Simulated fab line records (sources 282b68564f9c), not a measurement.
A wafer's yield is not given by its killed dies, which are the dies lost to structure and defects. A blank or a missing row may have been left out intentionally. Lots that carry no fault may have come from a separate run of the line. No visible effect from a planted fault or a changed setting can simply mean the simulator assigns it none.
fab line records	flow rit_cmos
record: lots: 6	wafers: 18	last_day: 6
route steps=202 shown ACTIVE@2 FOX1@20 FOX2@23 NWELL@28 PWELL@39 M1@202
lots that met no fault: from a run of the same line without faults
start_h: hours from the record's opening day to when the first of the lot's shown wafers began	wait_h: time in hours since the lot's previous step	" same as the row above	L1.1+2: several wafers, shown together as one row	- either no value or no given start	* or withheld: withheld	< > ~ a bound
route shown NAME@n: names a module that has steps shown in the file, with the first one's number in the route	usual: the fault-free wafers' mean and standard deviation	same: alike in all rows	chamber/n: place in a boat	sites: readings site by site	_std_site: how widely they spread, as a standard deviation	_edge_site: inner sites' mean taken away from outer sites' mean	radius_mm: for every site, how far away it sits from the centre of the wafer	mask NAME#n: copy n	behind: the tool/chamber that last shaped the wafer	hold: the reason the lot was held/the length of the hold in hours/how it ended	device: whichever transistor did not switch (one of n, p or np)	end of line: tests of these same wafers at the route's end	where a step has no rows: the recipe by itself	killed: dies lost to structure and defects at the first sort, not the wafer's yield	map: the dies of a wafer, with x for killed, . for not killed, _ for no die there
set.NAME: the setting as run; set.NAME@STEP: as run at that earlier step	model.NAME: the simulator's own value behind a step, which no gauge read
certain route steps with their lots: each step a table, each wafer a row
services: the hour from which a tool's chamber was out of use, counted from the record's first day as start_h (under 0 if before that day), plus the number of hours and why
== steps ==
step: RIT_ACTIVE_OXIDATION_01
recipe: temp_c: 1000	ambient: O2	target_thk_a: 468	ox_time_s: 3360
step: RIT_ACTIVE_THK_MEAS_02
recipe: reads: SiO2_of_ACTIVE_OXIDATION_01
usual: ACTIVE_OXIDE_THK: 46.4/0.9
lot.wafer	tool	chamber	start_h	wait_h	ACTIVE_OXIDE_THK[nm]
L912.3	film_metro-04	-	27.19	0.0	48.3
L912.4	"	-	"	"	48.5
L912.5	"	-	"	"	47.8
L913.3	film_metro-04	-	33.33	0.0	47.5
L913.4	"	-	"	"	46.7
L913.6	"	-	"	"	46.8
L914.2	film_metro-04	-	37.13	0.0	47.2
L914.3	"	-	"	"	47.0
L914.6	"	-	"	"	46.8
L915.3	film_metro-03	-	42.45	0.0	46.0
L915.5	"	-	"	"	46.9
L915.6	"	-	"	"	46.4
L918.3	film_metro-04	-	61.85	0.0	45.0
L918.5	"	-	"	"	45.3
L918.6	"	-	"	"	44.8
L922.2	film_metro-04	-	77.95	0.0	45.6
L922.3	"	-	"	"	45.6
L922.5	"	-	"	"	45.5
step: RIT_ACTIVE_CVD_03
recipe: material: Si3N4	target_thk_nm: 150	temp_c: 810	precursor: SiH2Cl2/NH3	time_s: 1500	pressure_mtorr: 300	sih2cl2_flow_sccm: 60	nh3_flow_sccm: 150
step: RIT_ACTIVE_THK_MEAS_04
recipe: reads: Si3N4_of_ACTIVE_CVD_03
usual: ACTIVE_NITRIDE_THK: 150.0/1.5
lot.wafer	tool	chamber	start_h	wait_h	ACTIVE_NITRIDE_THK[nm]
L912.3	film_metro-01	-	28.67	0.0	148.9
L912.4	"	-	"	"	150.4
L912.5	"	-	"	"	149.6
L913.3	film_metro-04	-	34.81	0.0	149.7
L913.4	"	-	"	"	148.4
L913.6	"	-	"	"	148.7
L914.2	film_metro-01	-	38.61	0.0	147.7
L914.3	"	-	"	"	147.4
L914.6	"	-	"	"	147.0
L915.3	film_metro-04	-	43.93	0.0	151.2
L915.5	"	-	"	"	150.6
L915.6	"	-	"	"	150.5
L918.3	film_metro-04	-	64.04	0.0	153.0
L918.5	"	-	"	"	152.3
L918.6	"	-	"	"	152.6
L922.2	film_metro-04	-	80.16	0.0	149.4
L922.3	"	-	"	"	148.3
L922.5	"	-	"	"	149.3
step: RIT_ACTIVE_HMDS_05
recipe: prime_time_s: 60	prime_temp_c: 140
step: RIT_ACTIVE_COAT_06
recipe: resist: NOVOLAK	spin_rpm: 3250	resist_thk_nm: 1000
step: RIT_ACTIVE_SOFTBAKE_07
recipe: resist: NOVOLAK	temp_c: 90	time_s: 60
step: RIT_ACTIVE_EXPOSE_08
recipe: mask_id: M1	na: 0.6	source_shape: conventional	sigma_outer: 0.6	target_cd_nm: 1400	dose_mj: 225
step: RIT_ACTIVE_PEB_09
recipe: resist: NOVOLAK	temp_c: withheld	time_s: withheld
step: RIT_ACTIVE_DEVELOP_10
recipe: resist: NOVOLAK	develop_time_s: 50	dev_temp_c: 23
step: RIT_ACTIVE_CD_MEAS_11
recipe: target_cd_nm: 1400
usual: cd_nm: 1400.6/1.9
lot.wafer	tool	chamber	start_h	wait_h	cd_nm
L912.3	cd_sem-01	-	29.63	-	1399.8
L912.4	"	-	"	"	1401.2
L912.5	"	-	"	"	1400.0
L913.3	cd_sem-01	-	35.86	-	1402.7
L913.4	"	-	"	"	1404.9
L913.6	"	-	"	"	1402.6
L914.2	cd_sem-01	-	39.72	-	1402.1
L914.3	"	-	"	"	1402.6
L914.6	"	-	"	"	1401.2
L915.3	cd_sem-01	-	44.86	-	1399.9
L915.5	"	-	"	"	1400.7
L915.6	"	-	"	"	1401.6
L918.3	cd_sem-01	-	65.09	-	1406.7
L918.5	"	-	"	"	1403.4
L918.6	"	-	"	"	1403.0
L922.2	cd_sem-01	-	81.21	-	1399.6
L922.3	"	-	"	"	1403.2
L922.5	"	-	"	"	1401.5
step: RIT_ACTIVE_HARDBAKE_12
recipe: resist: NOVOLAK	temp_c: 140	time_s: 60
step: RIT_ACTIVE_ETCH_13
recipe: stop_on: SiO2	chemistry: SF6	target: Si3N4	time_s: 210	over_etch_frac: 0.4	SF6_flow_sccm: 200	pressure_mtorr: 260	rf_w: 125	target_depth_a: 2100
usual: drypump_motor_current_A: 5.8/0.57	oes_product_au: 0.822/0.015	throttle_valve_pct: 7.52/0.088
lot.wafer	tool	chamber	start_h	wait_h	drypump_motor_current_A	oes_product_au	rf_hours_counter_h	throttle_valve_pct	model.NOVOLAK_of_ACTIVE_COAT_06.thk_nm	model.ACTIVE.feature_depth_nm	model.etch.depth_nm
L912.3	rie_diel-01	2	29.93	0.1	4.9	0.834	-	7.61	661.4	149	148.9
L912.4	"	0	"	"	5.8	0.814	-	7.50	654.2	151.7	150.4
L912.5	"	0	"	"	5.8	0.808	-	7.52	647.6	150.9	149.5
L913.3	rie_diel-03	3	36.09	0.1	5.7	0.812	9	7.52	672.5	149.7	149.7
L913.4	"	0	"	"	6.7	0.827	4	7.46	669.5	148.4	148.4
L913.6	"	0	"	"	6.7	0.823	-	7.46	669.2	148.9	148.9
L914.2	rie_diel-01	0	39.97	0.1	5.7	0.809	163	7.50	653.5	149	147.7
L914.3	"	2	"	"	4.9	0.814	3	7.62	727.7	145.3	145.3
L914.6	"	2	"	"	4.9	0.818	-	7.61	732.7	144	144
L915.3	rie_diel-01	3	45.09	0.1	6.7	0.838	108	7.35	648.4	153.7	151.3
L915.5	"	2	"	"	4.9	0.812	-	7.61	724.9	144.8	144.8
L915.6	"	1	"	"	6.0	0.795	-	7.47	652.3	151.5	150.6
L918.3	rie_diel-02	3	65.32	0.1	5.5	0.830	86	7.54	637.7	155.8	153.1
L918.5	"	3	"	"	5.5	0.827	-	7.54	637.3	154.9	152.3
L918.6	"	0	"	"	5.6	0.822	-	7.43	638.7	155.7	152.6
L922.2	rie_diel-03	1	81.46	0.1	6.2	0.830	89	7.46	645.7	151.7	149.3
L922.3	"	0	"	"	6.7	0.834	5	7.48	661.7	148.3	148.3
L922.5	"	1	"	"	6.2	0.834	-	7.48	650.8	151.6	149.3
step: RIT_ACTIVE_STRIP_14
recipe: chemistry: O2	time_s: 180	resist: NOVOLAK	platen_temp_c: withheld	power_w: 500	pressure_mtorr: 4000	o2_flow_sccm: 4000
usual: drypump_motor_current_A: 6.2/0.34
lot.wafer	tool	chamber	start_h	wait_h	drypump_motor_current_A	rf_hours_counter_h
L912.3	plasma_asher-01	0	30.12	0.1	5.7	-
L912.4	"	1	"	"	6.4	-
L912.5	"	1	"	"	6.4	-
L913.3	plasma_asher-03	1	36.28	0.1	6.3	-
L913.4	"	0	"	"	6.8	-
L913.6	"	0	"	"	6.8	-
L914.2	plasma_asher-04	1	40.10	0.1	6.2	25
L914.3	"	0	"	"	6.0	-
L914.6	"	1	"	"	6.2	-
L915.3	plasma_asher-01	0	45.28	0.1	5.6	-
L915.5	"	1	"	"	6.4	-
L915.6	"	0	"	"	5.6	-
L918.3	plasma_asher-01	1	65.51	0.1	6.4	-
L918.5	"	0	"	"	5.6	-
L918.6	"	1	"	"	6.4	-
L922.2	plasma_asher-04	0	81.59	0.1	6.0	29
L922.3	"	0	"	"	6.0	-
L922.5	"	1	"	"	6.2	-
step: RIT_ACTIVE_CD_MEAS_90
recipe: target_cd_nm: 1400
usual: cd_nm: 1400.6/1.9
lot.wafer	tool	chamber	start_h	wait_h	cd_nm
L912.3	cd_sem-01	-	30.28	0.1	1399.6
L912.4	"	-	"	"	1400.6
L912.5	"	-	"	"	1400.3
L913.3	cd_sem-01	-	36.44	0.1	1402.4
L913.4	"	-	"	"	1405.0
L913.6	"	-	"	"	1402.7
L914.2	cd_sem-01	-	40.30	0.1	1402.1
L914.3	"	-	"	"	1403.4
L914.6	"	-	"	"	1401.8
L915.3	cd_sem-01	-	45.44	0.1	1399.9
L915.5	"	-	"	"	1401.1
L915.6	"	-	"	"	1401.8
L918.3	cd_sem-01	-	65.67	0.1	1406.2
L918.5	"	-	"	"	1403.4
L918.6	"	-	"	"	1402.2
L922.2	cd_sem-01	-	81.79	0.1	1399.8
L922.3	"	-	"	"	1403.4
L922.5	"	-	"	"	1402.4
step: RIT_ACTIVE_CLEAN_15
recipe: chemistry: SC1	mix: 3:3:50	time_s: 600	temp_c: 75
step: RIT_ACTIVE_CLEAN_16
recipe: chemistry: dHF	dilution: 50:1	time_s: 30
step: RIT_ACTIVE_CLEAN_17
recipe: chemistry: SC2	mix: 3:3:50	time_s: 600	temp_c: 75	dry: n2_spin
step: RIT_FOX1_OXIDATION_00
recipe: temp_c: 1100	ambient: H2O	target_thk_a: 3507	p_h2o_torr: 720	ox_time_s: 1130
step: RIT_FOX1_THK_MEAS_01
recipe: reads: SiO2_of_FOX1_OXIDATION_00
usual: FOX1_OXIDE_THK: 350/5.3
lot.wafer	tool	chamber	start_h	wait_h	FOX1_OXIDE_THK[nm]
L912.3	film_metro-02	-	33.71	0.0	342
L912.4	"	-	"	"	343
L912.5	"	-	"	"	340
L913.3	film_metro-04	-	38.46	0.0	349
L913.4	"	-	"	"	349
L913.6	"	-	"	"	351
L914.2	film_metro-03	-	43.12	0.0	357
L915.3	film_metro-02	-	47.42	0.0	345
L915.6	"	-	"	"	348
L918.3	film_metro-02	-	67.45	0.0	352
L918.5	"	-	"	"	347
L918.6	"	-	"	"	342
L922.2	film_metro-03	-	84.89	0.0	353
L922.3	"	-	"	"	352
L922.5	"	-	"	"	362
step: RIT_FOX1_WET_ETCH_02
recipe: chemistry: BOE	target_depth_nm: 350	time_s: 390	temp_c: 21.5	dry: n2_spin	dilution: 10:1	target: SiO2
step: RIT_FOX2_OXIDATION_00
recipe: temp_c: 1100	ambient: H2O	target_thk_a: 3507	p_h2o_torr: 720	ox_time_s: 1130
step: RIT_FOX2_THK_MEAS_01
recipe: reads: SiO2_of_FOX2_OXIDATION_00
usual: FOX2_OXIDE_THK: 352/6.4
lot.wafer	tool	chamber	start_h	wait_h	FOX2_OXIDE_THK[nm]
L912.3	film_metro-02	-	35.21	0.0	355
L912.4	"	-	"	"	350
L912.5	"	-	"	"	351
L913.3	film_metro-01	-	39.95	0.0	353
L913.4	"	-	"	"	361
L913.6	"	-	"	"	355
L914.2	film_metro-02	-	44.61	0.0	355
L915.3	film_metro-02	-	48.98	0.0	345
L915.6	"	-	"	"	350
L918.3	film_metro-03	-	68.94	0.0	349
L918.5	"	-	"	"	348
L918.6	"	-	"	"	351
L922.2	film_metro-01	-	89.30	0.0	351
L922.3	"	-	"	"	354
L922.5	"	-	"	"	345
step: RIT_FOX2_CLEAN_02
recipe: chemistry: dHF	dilution: 50:1	time_s: 180
step: RIT_FOX2_WET_ETCH_03
recipe: chemistry: H3PO4	target: Si3N4	target_depth_nm: 195	temp_c: 165	time_s: 2700
step: RIT_FOX2_THK_MEAS_90
recipe: reads: SiO2_of_FOX2_OXIDATION_00
usual: FIELD_OXIDE_LEFT_1_THK: 325/6.4
lot.wafer	tool	chamber	start_h	wait_h	FIELD_OXIDE_LEFT_1_THK[nm]
L912.3	film_metro-02	-	36.09	0.0	328
L912.4	"	-	"	"	323
L912.5	"	-	"	"	324
L913.3	film_metro-01	-	40.82	0.0	325
L913.4	"	-	"	"	333
L913.6	"	-	"	"	328
L914.2	film_metro-03	-	45.49	0.0	327
L915.3	film_metro-01	-	49.86	0.0	318
L915.6	"	-	"	"	323
L918.3	film_metro-02	-	69.82	0.0	322
L918.5	"	-	"	"	321
L918.6	"	-	"	"	324
L922.2	film_metro-02	-	90.18	0.0	324
L922.3	"	-	"	"	327
L922.5	"	-	"	"	318
step: RIT_NWELL_HMDS_00
recipe: prime_time_s: 60	prime_temp_c: 140
step: RIT_NWELL_COAT_01
recipe: resist: NOVOLAK	spin_rpm: 2000	resist_thk_nm: 1300
step: RIT_NWELL_SOFTBAKE_02
recipe: resist: NOVOLAK	temp_c: 90	time_s: 60
step: RIT_NWELL_EXPOSE_03
recipe: mask_id: M2	na: 0.57	target_cd_nm: 43900	dose_mj: 250
step: RIT_NWELL_PEB_04
recipe: resist: NOVOLAK	temp_c: withheld	time_s: withheld
step: RIT_NWELL_DEVELOP_05
recipe: resist: NOVOLAK	develop_time_s: 68	dev_temp_c: 23
step: RIT_NWELL_OVL_MEAS_06
usual: NWELL_OVL: 0.0/1.2
lot.wafer	tool	chamber	start_h	wait_h	NWELL_OVL[nm]
L912.3	overlay-02	-	37.14	-	0.8
L912.4	"	-	"	"	0.3
L912.5	"	-	"	"	0.0
L913.3	overlay-01	-	41.88	-	0.2
L913.4	"	-	"	"	0.6
L913.6	"	-	"	"	0.1
L914.2	overlay-02	-	46.42	-	1.2
L915.3	overlay-01	-	50.92	-	1.6
L915.6	"	-	"	"	0.8
L918.3	overlay-01	-	70.87	-	0.6
L918.5	"	-	"	"	0.5
L918.6	"	-	"	"	-0.8
L922.2	overlay-01	-	91.11	-	0.6
L922.3	"	-	"	"	0.1
L922.5	"	-	"	"	0.1
step: RIT_NWELL_HARDBAKE_07
recipe: resist: NOVOLAK	temp_c: 140	time_s: 120
step: RIT_NWELL_IMPLANT_08
recipe: species: P	energy_kev: 170	dose_cm2: 5e+13	tilt_deg: 7
step: RIT_NWELL_STRIP_09
recipe: chemistry: O2	time_s: 180	resist: NOVOLAK	platen_temp_c: withheld	power_w: 500	pressure_mtorr: 4000	o2_flow_sccm: 4000
usual: drypump_motor_current_A: 5.97/0.28
lot.wafer	tool	chamber	start_h	wait_h	drypump_motor_current_A	rf_hours_counter_h
L912.3	plasma_asher-02	0	37.63	0.1	5.66	-
L912.4	"	1	"	"	5.82	-
L912.5	"	1	"	"	5.85	-
L913.3	plasma_asher-01	1	42.36	0.1	6.40	-
L913.4	"	0	"	"	5.67	-
L913.6	"	0	"	"	5.67	-
L914.2	plasma_asher-01	1	46.85	0.1	6.41	43
L915.3	plasma_asher-04	0	51.40	0.1	6.02	-
L915.6	"	1	"	"	6.20	-
L918.3	plasma_asher-02	0	71.36	0.1	5.66	-
L918.5	"	1	"	"	5.85	-
L918.6	"	0	"	"	5.65	-
L922.2	plasma_asher-01	0	91.54	0.1	5.63	48
L922.3	"	1	"	"	6.37	-
L922.5	"	0	"	"	5.65	-
step: RIT_NWELL_TW_MEAS_10
usual: NWELL_TW: 2149/18
lot.wafer	tool	chamber	start_h	wait_h	NWELL_TW
L912.3	film_metro-01	-	37.76	0.1	2172
L912.4	"	-	"	"	2159
L912.5	"	-	"	"	2154
L913.3	film_metro-04	-	42.50	0.1	2135
L913.4	"	-	"	"	2127
L913.6	"	-	"	"	2136
L914.2	film_metro-02	-	47.04	0.1	2172
L915.3	film_metro-01	-	51.54	0.1	2133
L915.6	"	-	"	"	2142
L918.3	film_metro-02	-	71.49	0.1	2166
L918.5	"	-	"	"	2171
L918.6	"	-	"	"	2180
L922.2	film_metro-04	-	91.73	0.1	2144
L922.3	"	-	"	"	2144
L922.5	"	-	"	"	2137
step: RIT_PWELL_HMDS_00
recipe: prime_time_s: 60	prime_temp_c: 140
step: RIT_PWELL_COAT_01
recipe: resist: NOVOLAK	spin_rpm: 2000	resist_thk_nm: 1300
step: RIT_PWELL_SOFTBAKE_02
recipe: resist: NOVOLAK	temp_c: 90	time_s: 60
step: RIT_PWELL_EXPOSE_03
recipe: mask_id: M3	na: 0.57	target_cd_nm: 43700	dose_mj: 250
step: RIT_PWELL_PEB_04
recipe: resist: NOVOLAK	temp_c: withheld	time_s: withheld
step: RIT_M1_PROBE_99
usual: killed_at_contacts: 0.1/0.27	killed_at_front_end: 6/3	killed_dies: 7/3	killed_on_rim: 1.7/1.4	killed_open: 3.1/2	killed_short: 3.4/2
same: gross_dies: 264	killed_at_M0_to_M3: 0	killed_at_M4_up: 0	killed_at_back_side: 0	killed_at_other: 0
lot.wafer	tool	chamber	start_h	wait_h	hold	killed_at_contacts	killed_at_front_end	killed_dies	killed_on_rim	killed_open	killed_short
L912.3	prober-02	-	81.54	0.2	-	0	4	4	2	1	3
L912.4	prober-02	-	81.59	0.2	-	0	3	3	1	2	1
L912.5	prober-02	-	81.64	0.2	-	0	3	3	0	1	2
L913.3	prober-01	-	88.24	0.2	-	0	4	4	1	2	2
L913.4	prober-01	-	88.29	0.2	-	0	10	10	1	5	5
L913.6	prober-01	-	88.39	0.2	-	0	7	7	0	2	5
L914.2	prober-02	-	89.69	0.1	await_dispo/3.4h/release	0	9	9	2	3	6
L914.3	prober-02	-	89.74	0.2	await_dispo/3.4h/release	0	163	163	23	2	3
L914.6	prober-02	-	89.89	0.2	await_dispo/3.4h/release	0	188	188	43	5	4
L915.3	prober-01	-	93.40	0.2	await_dispo/3.2h/release	0	3	3	2	1	2
L915.5	prober-01	-	93.50	0.2	await_dispo/3.2h/release	1	249	250	69	4	4
L915.6	prober-01	-	93.55	0.2	await_dispo/3.2h/release	0	8	8	1	4	4
L918.3	prober-02	-	119.07	0.2	-	0	4	4	1	3	1
L918.5	prober-02	-	119.17	0.2	-	1	5	6	3	4	2
L918.6	prober-02	-	119.22	0.2	-	0	9	9	2	6	3
L922.2	prober-02	-	133.77	0.1	-	0	7	7	1	4	3
L922.3	prober-02	-	133.82	0.2	-	0	7	7	1	4	3
L922.5	prober-02	-	133.92	0.2	-	1	11	12	4	5	7
killed by level:class
L912.3 FOX2:geometric_particle:short=1 GATE:geometric_particle:short=1 GATE:geometric_particle:open=1 SPACER:geometric_particle:short=1
L912.4 GATE:geometric_particle:open=1 GATE:geometric_particle:short=1 REOX:geometric_particle:open=1
L912.5 SPACER:geometric_particle:short=2 FOX2:geometric_particle:open=1
L913.3 GATE:geometric_particle:open=1 GATE:geometric_particle:short=1 SPACER:geometric_particle:open=1 SILICIDE:geometric_particle:short=1
L913.4 SPACER:geometric_particle:open=4 GATE:geometric_particle:short=2 SPACER:geometric_particle:short=2 GATE:geometric_particle:open=1 REOX:geometric_particle:short=1
L913.6 SILICIDE:geometric_particle:short=2 FOX1:geometric_particle:short=1 FOX1:geometric_particle:open=1 GATE:geometric_particle:open=1 REOX:geometric_particle:short=1 SPACER:geometric_particle:short=1
L914.2 FOX1:geometric_particle:short=2 GATE:geometric_particle:open=2 SPACER:geometric_particle:short=2 ACTIVE:geometric_particle:short=1 FOX2:geometric_particle:short=1 SILICIDE:geometric_particle:open=1
L914.3 ACTIVE:area_etch=158 FOX1:geometric_particle:open=1 GATE:geometric_particle:short=1 REOX:geometric_particle:short=1 SPACER:geometric_particle:open=1 SILICIDE:geometric_particle:short=1
L914.6 ACTIVE:area_etch=179 GATE:geometric_particle:short=3 FOX2:geometric_particle:open=2 SPACER:geometric_particle:open=2 FOX1:geometric_particle:short=1 GATE:geometric_particle:open=1
L915.3 GATE:geometric_particle:short=1 SPACER:geometric_particle:short=1 SPACER:geometric_particle:open=1
L915.5 ACTIVE:area_etch=242 SPACER:geometric_particle:short=3 SPACER:geometric_particle:open=2 FOX1:geometric_particle:short=1 REOX:geometric_particle:open=1 CONTACT:geometric_particle:open=1
L915.6 SPACER:geometric_particle:short=4 SPACER:geometric_particle:open=3 GATE:geometric_particle:open=1
L918.3 REOX:geometric_particle:open=2 GATE:geometric_particle:open=1 SILICIDE:geometric_particle:short=1
L918.5 FOX1:geometric_particle:open=1 FOX1:geometric_particle:short=1 GATE:geometric_particle:open=1 SPACER:geometric_particle:short=1 SILICIDE:geometric_particle:open=1 CONTACT:geometric_particle:open=1
L918.6 GATE:geometric_particle:open=5 FOX1:geometric_particle:open=1 FOX2:geometric_particle:short=1 GATE:geometric_particle:short=1 REOX:geometric_particle:short=1
L922.2 GATE:geometric_particle:open=2 FOX2:geometric_particle:short=1 FOX2:geometric_particle:open=1 GATE:geometric_particle:short=1 REOX:geometric_particle:open=1 REOX:geometric_particle:short=1
L922.3 REOX:geometric_particle:open=2 FOX1:geometric_particle:short=1 FOX2:geometric_particle:short=1 REOX:geometric_particle:short=1 SPACER:geometric_particle:open=1 SILICIDE:geometric_particle:open=1
L922.5 GATE:geometric_particle:open=3 REOX:geometric_particle:short=3 REOX:geometric_particle:open=2 FOX2:geometric_particle:short=1 GATE:geometric_particle:short=1 SPACER:geometric_particle:short=1 CONTACT:geometric_particle:short=1
map L914.6 (x killed, . not)
________......._______
_____.x.........x.____
____...x.........xx___
___.....xx.x.xx..x.x__
__...x...xxx..xxxxx.x_
__x......x.xxxxxx.xxx_
_.x..x.xxxxxxxxxxxx..x
_.xx.x.x.xxxxxxxxxxxxx
_xxx..xxxxxxxxxxx.xxxx
_xxxxxxxxxxxxxxxxxxxxx
__xxxxxxxxxxxxxxxxxxx_
__xxxxxxxxxxxxxxxxxxx_
___xxxxx.xxxxxxxxxxx__
____xxxx..xxxxxxxxx___
_____xxx.xxxxxxxxx____
________x.xx.xx_______
map L915.5 (x killed, . not)
________xxxxxxx_______
_____xxxxxxx.xxxxx____
____.xxxxxxxx...xxx___
___xx.xxx.xxxxxxxxxx__
__xxxx..xxxxx.xxxxxxx_
__xxxxxxxxxxxxxxxx.xx_
_xxxxxxxxxxxxxxxxxxxxx
_xxx.xxxxxxxxxxxxxxxxx
_xxxx.xxxxxxxxxxxxxxxx
_xxxxxxxxxxxxxxxxxxxxx
__xxxxxxxxxxxxxxxxxxx_
__xxxxxxxxxxxxxxxxxxx_
___xxxxxxx.xxxxxxxxx__
____xxxxxxxxxxxxxxx___
_____xxxxxxxxxxxxx____
________xxxxxxx_______
== services ==
tool	chamber	start_h	hours	kind
plasma_asher-01	-	15.18	0.6	repair
rie_diel-01	3	23.50	10.1	repair
plasma_asher-02	-	26.21	1.6	repair
rie_diel-01	1	29.18	3.3	repair
rie_diel-03	3	29.23	4.8	repair
plasma_asher-03	-	56.59	2.4	repair
rie_diel-01	0	76.22	-	clean
rie_diel-01	0	76.22	24.8	scheduled_down
rie_diel-01	0	76.22	24.8	vent_cycle
rie_diel-01	3	77.46	16.6	repair
== key ==
first_sign: step: RIT_M1_PROBE_99	reading: killed_at_front_end	direction: up	sigmas: 64	usual: 6	struck: 200
effect: step: RIT_M1_PROBE_99	reading: killed_dies	direction: up	sigmas: 64	usual: 7	struck: 200
model_effect: step: RIT_ACTIVE_ETCH_13	value: NOVOLAK_of_ACTIVE_COAT_06.thk_nm	without: 662.1	struck: 728.4
more_kills_born_at: RIT_ACTIVE_ETCH_13@rie_diel-01: 579
met_at RIT_ACTIVE_ETCH_13
struck_wafers L914.3,L914.6,L915.5
later_rows_left_out L914.3,L914.6,L915.5
tester_left_out L914,L915
onset_between 29.93 39.97
fault: kind: process_parameter_drift	tool: rie_diel-01	chamber: 2	onset_h: 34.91	steps: RIT_ACTIVE_ETCH_13	channel: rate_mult	offset: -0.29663	shape: step	end_h: 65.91
tester_left_out: of these lots the tester's yield and bins aren't shown, on N5 and GAA mostly nor the transistor test; their killed dies are dies lost to structure and defects alone, not to doping, threshold or leakage, so they don't give the yield
later_rows_left_out: the simulator's readings of these wafers behind a module that went badly wrong aren't trusted and aren't shown, but for the sort
